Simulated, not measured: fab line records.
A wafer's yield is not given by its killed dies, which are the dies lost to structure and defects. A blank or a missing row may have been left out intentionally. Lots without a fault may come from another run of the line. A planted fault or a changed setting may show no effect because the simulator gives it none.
The tool behind it: which one? || flow rit-cmos || 39 wafers from 13 lots sampled at 2 of the route's 202 steps

== WHAT THE GAUGES READ, wafer by wafer ==
RIT_PLDD_TW_MEAS_10. Usual: for PLDD_TW the level is 2355 and the standard deviation is 26.
{"lot": "L167", "measured": "day 3 00:33", "on": "film-metro-01", "PLDD_TW": "2347 2341 2333", "flag": ""}
{"lot": "L168", "measured": "day 3 03:37", "on": "film-metro-04", "PLDD_TW": "2388 2381 2379", "flag": ""}
{"lot": "L169", "measured": "day 3 07:35", "on": "film-metro-01", "PLDD_TW": "2342 2340 2347", "flag": ""}
{"lot": "L170", "measured": "day 3 14:07", "on": "film-metro-02", "PLDD_TW": "2386 2378 2387", "flag": ""}
{"lot": "L171", "measured": "day 3 16:05", "on": "film-metro-04", "PLDD_TW": "2382 2387 2377", "flag": ""}
{"lot": "L172", "measured": "day 3 22:45", "on": "film-metro-04", "PLDD_TW": "2378 2375 2386", "flag": ""}
{"lot": "L173", "measured": "day 4 04:03", "on": "film-metro-01", "PLDD_TW": "2330 2326 2317", "flag": ""}
{"lot": "L174", "measured": "day 4 10:38", "on": "film-metro-02", "PLDD_TW": "2400 2403 2410", "flag": ""}
{"lot": "L177", "measured": "day 5 01:33", "on": "film-metro-01", "PLDD_TW": "2333 2328 2318", "flag": ""}
{"lot": "L178", "measured": "day 5 05:23", "on": "film-metro-02", "PLDD_TW": "30 30 30", "flag": "OFF"}
{"lot": "L185", "measured": "day 6 13:32", "on": "film-metro-02", "PLDD_TW": "2364 2357 2357", "flag": ""}
{"lot": "L188", "measured": "day 7 05:11", "on": "film-metro-01", "PLDD_TW": "2319 2321 2337", "flag": ""}
{"lot": "L190", "measured": "day 7 15:03", "on": "film-metro-01", "PLDD_TW": "2328 2332 2329", "flag": ""}

== WHICH TOOL RAN EACH LOT (tool, then ch and the chambers of the sampled wafers, then the start) ==
{"lot": "L167", "RIT_NLDD_STRIP_09": "plasma-asher-02 ch 0,1, day 2 22:59"}
{"lot": "L168", "RIT_NLDD_STRIP_09": "plasma-asher-01 ch 0,1, day 3 02:00"}
{"lot": "L169", "RIT_NLDD_STRIP_09": "plasma-asher-02 ch 0, day 3 05:51"}
{"lot": "L170", "RIT_NLDD_STRIP_09": "plasma-asher-03 ch 0, day 3 12:31"}
{"lot": "L171", "RIT_NLDD_STRIP_09": "plasma-asher-03 ch 0,1, day 3 14:31"}
{"lot": "L172", "RIT_NLDD_STRIP_09": "plasma-asher-02 ch 0,1, day 3 21:02"}
{"lot": "L173", "RIT_NLDD_STRIP_09": "plasma-asher-03 ch 0,1, day 4 02:00"}
{"lot": "L174", "RIT_NLDD_STRIP_09": "plasma-asher-01 ch 0,1, day 4 08:51"}
{"lot": "L177", "RIT_NLDD_STRIP_09": "plasma-asher-01 ch 0,1, day 4 23:50"}
{"lot": "L178", "RIT_NLDD_STRIP_09": "plasma-asher-01 ch 0,1, day 5 03:42"}
{"lot": "L185", "RIT_NLDD_STRIP_09": "plasma-asher-03 ch 0,1, day 6 11:44"}
{"lot": "L188", "RIT_NLDD_STRIP_09": "plasma-asher-03 ch 0,1, day 7 03:35"}
{"lot": "L190", "RIT_NLDD_STRIP_09": "plasma-asher-02 ch 0,1, day 7 13:27"}
- RIT_NLDD_STRIP_09: strips in O2, time 180 s.

== AS READ BY THE TOOLS THEMSELVES (means over the sampled wafers that have a number; for cases with no such wafer, the mark the record gives instead) ==
RIT_NLDD_STRIP_09. Usual: drypump-motor-current-A 5.7 A, standard deviation 0.33; run-length-s 208.3 s, standard deviation 0.33.
{"lot": "L167", "tool": "plasma-asher-02", "drypump-motor-current-A (A)": 5.8, "run-length-s (s)": 208.4, "flag": ""}
{"lot": "L168", "tool": "plasma-asher-01", "drypump-motor-current-A (A)": 5.3, "run-length-s (s)": 208.2, "flag": ""}
{"lot": "L169", "tool": "plasma-asher-02", "drypump-motor-current-A (A)": 5.7, "run-length-s (s)": 208.2, "flag": ""}
{"lot": "L170", "tool": "plasma-asher-03", "drypump-motor-current-A (A)": 5.8, "run-length-s (s)": 208.1, "flag": ""}
{"lot": "L171", "tool": "plasma-asher-03", "drypump-motor-current-A (A)": 5.7, "run-length-s (s)": 208.4, "flag": ""}
{"lot": "L172", "tool": "plasma-asher-02", "drypump-motor-current-A (A)": 6.0, "run-length-s (s)": 208.3, "flag": ""}
{"lot": "L173", "tool": "plasma-asher-03", "drypump-motor-current-A (A)": 5.8, "run-length-s (s)": 208.3, "flag": ""}
{"lot": "L174", "tool": "plasma-asher-01", "drypump-motor-current-A (A)": 5.7, "run-length-s (s)": 208.1, "flag": ""}
{"lot": "L177", "tool": "plasma-asher-01", "drypump-motor-current-A (A)": 5.7, "run-length-s (s)": 208.2, "flag": ""}
{"lot": "L178", "tool": "plasma-asher-01", "drypump-motor-current-A (A)": 5.4, "run-length-s (s)": 72.1, "flag": "OFF"}
{"lot": "L185", "tool": "plasma-asher-03", "drypump-motor-current-A (A)": 5.7, "run-length-s (s)": 208.4, "flag": ""}
{"lot": "L188", "tool": "plasma-asher-03", "drypump-motor-current-A (A)": 5.7, "run-length-s (s)": 208.4, "flag": ""}
{"lot": "L190", "tool": "plasma-asher-02", "drypump-motor-current-A (A)": 5.9, "run-length-s (s)": 208.4, "flag": ""}

== THE ANSWER, worked out from the rows above alone ==
Rule: a lot counts as off when the mean over its wafers that have a number is more than 3 standard deviations away from the usual mean. A lot without any number at a reading at which 4 lots or more have one is off too. Any other lot the step has rows for is counted as sound. The gauges are gone through in route order, then the tools' own readings, and for those a lot's mean is taken as printed above. At the first step where some lot is off, the reading lying furthest off is the one used; lots without a number count as furthest.
Off: at RIT_PLDD_TW_MEAS_10 (PLDD_TW), L178.
A tool fits if, at a process step before that reading, it ran every lot that is off, and no sound lot after the first of them. The gauges at RIT_PLDD_TW_MEAS_10 aren't tried: what is off there is off at RIT_NLDD_STRIP_09 too, on other tools, and a gauge's error can't cause that. One candidate fits, namely plasma-asher-01 at RIT_NLDD_STRIP_09. A fault onset in the window from L177 (day 4 23:50, its last sound lot) to L178 (day 5 03:42, its first lot off) fits.
On the lots that are off, the tool's own readings at RIT_NLDD_STRIP_09 differ by more than 5 times the standard deviation of the sound lots' means, which bears it out; run-length-s reads 72.1 s there versus 208.3 s on the sound lots.

== WHAT HAD BEEN PUT IN BY THE SIMULATOR ==
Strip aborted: plasma-asher-01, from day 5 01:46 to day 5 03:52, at RIT_NLDD_STRIP_09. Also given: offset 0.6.
Struck lots among those shown: L178. The rule above reached the same finding.
